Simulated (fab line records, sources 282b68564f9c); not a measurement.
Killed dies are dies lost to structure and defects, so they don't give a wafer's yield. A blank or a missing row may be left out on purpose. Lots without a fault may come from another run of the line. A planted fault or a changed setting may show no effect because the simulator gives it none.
Which tool did it? | flow rit_cmos | 14 lots, 42 wafers sampled, at 2 steps of a route of 202

WHAT THE GAUGES READ, wafer by wafer
RIT_GATE_THK_MEAS_07. Usual: GATE_OXIDE_THK 3.03 nm, standard deviation 0.06.
lot  | measured    | on            | GATE_OXIDE_THK (nm) | flag
L181 | day 2 13:13 | film_metro-02 | 3.10 2.96 3.08      |
L182 | day 2 19:29 | film_metro-02 | 3.01 2.97 3.08      |
L185 | day 3 07:07 | film_metro-03 | 3.13 3.01 3.03      |
L186 | day 3 16:04 | film_metro-01 | 3.07 3.06 3.04      |
L188 | day 3 21:08 | film_metro-01 | 2.98 3.00 3.02      |
L189 | day 4 05:29 | film_metro-01 | 3.05 3.02 3.08      |
L190 | day 4 15:26 | film_metro-01 | 2.95 3.00 2.97      |
L191 | day 4 18:07 | film_metro-01 | 2.99 3.03 2.99      |
L192 | day 4 19:09 | film_metro-03 | 2.95 2.96 3.07      |
L194 | day 5 09:07 | film_metro-01 | 2.98 3.06 3.08      |
L195 | day 5 11:55 | film_metro-01 | 3.01 3.00 3.00      |
L196 | day 5 14:21 | film_metro-03 | 2.99 3.05 2.95      |
L203 | day 7 01:01 | film_metro-03 | 0.48 0.54 0.46      | OFF
L204 | day 7 06:32 | film_metro-03 | 0.36 0.41 0.34      | OFF

WHICH TOOL RAN EACH LOT (tool, then ch and the chambers of the sampled wafers, then the start)
lot  | RIT_GATE_OXIDATION_05
L181 | furnace-04 ch 0, day 2 10:44
L182 | furnace-04 ch 0, day 2 16:08
L185 | furnace-03 ch 0, day 3 05:46
L186 | furnace-03 ch 0, day 3 13:29
L188 | furnace-04 ch 0, day 3 19:47
L189 | furnace-01 ch 0, day 4 03:11
L190 | furnace-04 ch 0, day 4 12:11
L191 | furnace-03 ch 0, day 4 16:47
L192 | furnace-04 ch 0, day 4 17:50
L194 | furnace-01 ch 0, day 5 07:47
L195 | furnace-04 ch 0, day 5 10:34
L196 | furnace-04 ch 0, day 5 12:18
L203 | furnace-03 ch 0, day 6 22:22
L204 | furnace-03 ch 0, day 7 04:45
- RIT_GATE_OXIDATION_05: target thk 3 nm, ox time 270 s.

WHAT THE TOOLS THEMSELVES READ (means of the sampled wafers that have a number; where no wafer has one, the mark that the record gives instead)
RIT_GATE_OXIDATION_05. Usual: spike_tc_centre_C 902.6 C, standard deviation 1.1; spike_tc_load_C 926.3 C, standard deviation 1.6; spike_tc_source_C 926.4 C, standard deviation 2.4; tube_center_temp_C 899.99 C, standard deviation 0.086; tube_center_temp_C_max 902.3, standard deviation 0.43; zone_power_load_pct 27.4 %, standard deviation 1.4; zone_power_source_pct 27.2 %, standard deviation 1.5.
lot  | tool       | spike_tc_centre_C (C) | spike_tc_load_C (C) | spike_tc_source_C (C) | tube_center_temp_C (C) | tube_center_temp_C_max | zone_power_load_pct (%) | zone_power_source_pct (%) | flag
L181 | furnace-04 | 902.4                 | 926.3               | 928.5                 | 900.01                 | 902.3                  | 26.1                    | 25.8                      |
L182 | furnace-04 | 901.9                 | 925.8               | 929.0                 | 900.00                 | 903.3                  | 26.2                    | 25.8                      |
L185 | furnace-03 | 903.0                 | 924.8               | 924.5                 | 899.93                 | 901.9                  | 27.2                    | 29.3                      |
L186 | furnace-03 | 901.8                 | 925.4               | 924.2                 | 900.05                 | 902.0                  | 27.3                    | 29.1                      |
L188 | furnace-04 | 902.6                 | 926.5               | 929.3                 | 900.06                 | 902.3                  | 26.2                    | 26.0                      |
L189 | furnace-01 | 903.0                 | 928.8               | 924.1                 | 899.98                 | 902.2                  | 29.5                    | 26.6                      |
L190 | furnace-04 | 902.8                 | 927.1               | 929.5                 | 900.03                 | 902.3                  | 26.2                    | 25.8                      |
L191 | furnace-03 | 902.5                 | 924.9               | 924.7                 | 899.95                 | 902.7                  | 27.4                    | 29.2                      |
L192 | furnace-04 | 902.3                 | 926.2               | 929.3                 | 899.96                 | 902.3                  | 26.2                    | 25.7                      |
L194 | furnace-01 | 903.0                 | 927.7               | 923.8                 | 899.99                 | 902.4                  | 29.5                    | 26.4                      |
L195 | furnace-04 | 902.0                 | 925.9               | 929.9                 | 899.92                 | 902.0                  | 26.0                    | 25.9                      |
L196 | furnace-04 | 901.5                 | 926.7               | 928.7                 | 899.96                 | 902.5                  | 26.3                    | 26.0                      |
L203 | furnace-03 | 771.5                 | 790.9               | 791.3                 | 767.47                 | 769.7                  | 19.5                    | 20.6                      | OFF
L204 | furnace-03 | 770.6                 | 790.2               | 791.7                 | 767.61                 | 769.8                  | 19.3                    | 20.6                      | OFF

THE ANSWER, worked out from the rows above alone
Rule: a lot is off if the mean of its wafers that have a number lies more than 3 standard deviations from the usual mean. A lot without any number at a reading at which 4 lots or more have one is off too. The other lots that the step has rows for count as sound. The gauges are gone through in route order, then the tools' own readings, and for those a lot's mean is taken as printed above. The first step at which some lot is off is used, and at that step the reading that is off furthest; a lot without a number counts as furthest.
Off: L203, L204, at RIT_GATE_THK_MEAS_07 (GATE_OXIDE_THK).
A tool fits if, at a process step before that reading, it ran every lot that is off, and no sound lot after the first of them. The gauges at RIT_GATE_THK_MEAS_07 aren't tried: what is off there is off at RIT_GATE_OXIDATION_05 too, on other tools, and a gauge's error can't cause that. One fits: furnace-03 at RIT_GATE_OXIDATION_05. Its last sound lot is L191 (day 4 16:47), its first lot that is off L203 (day 6 22:22): a fault that began between those two fits.
The tool's own readings at RIT_GATE_OXIDATION_05 bear it out: on the lots that are off they differ by more than 5 times the standard deviation of the sound lots' means. spike_tc_centre_C reads 771.0 C there against 902.4 C on the sound lots; spike_tc_load_C reads 790.5 C there against 926.3 C on the sound lots; spike_tc_source_C reads 791.5 C there against 927.1 C on the sound lots; tube_center_temp_C reads 767.54 C there against 899.99 C on the sound lots; tube_center_temp_C_max reads 769.8 there against 902.4 on the sound lots; zone_power_load_pct reads 19.4 % there against 27.0 % on the sound lots.

WHAT THE SIMULATOR HAD PUT IN
Process parameter drift: furnace-03, from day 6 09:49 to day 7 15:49, at RIT_GATE_OXIDATION_05. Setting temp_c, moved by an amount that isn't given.
Lots struck among those shown: L203, L204. The rule above found the same.
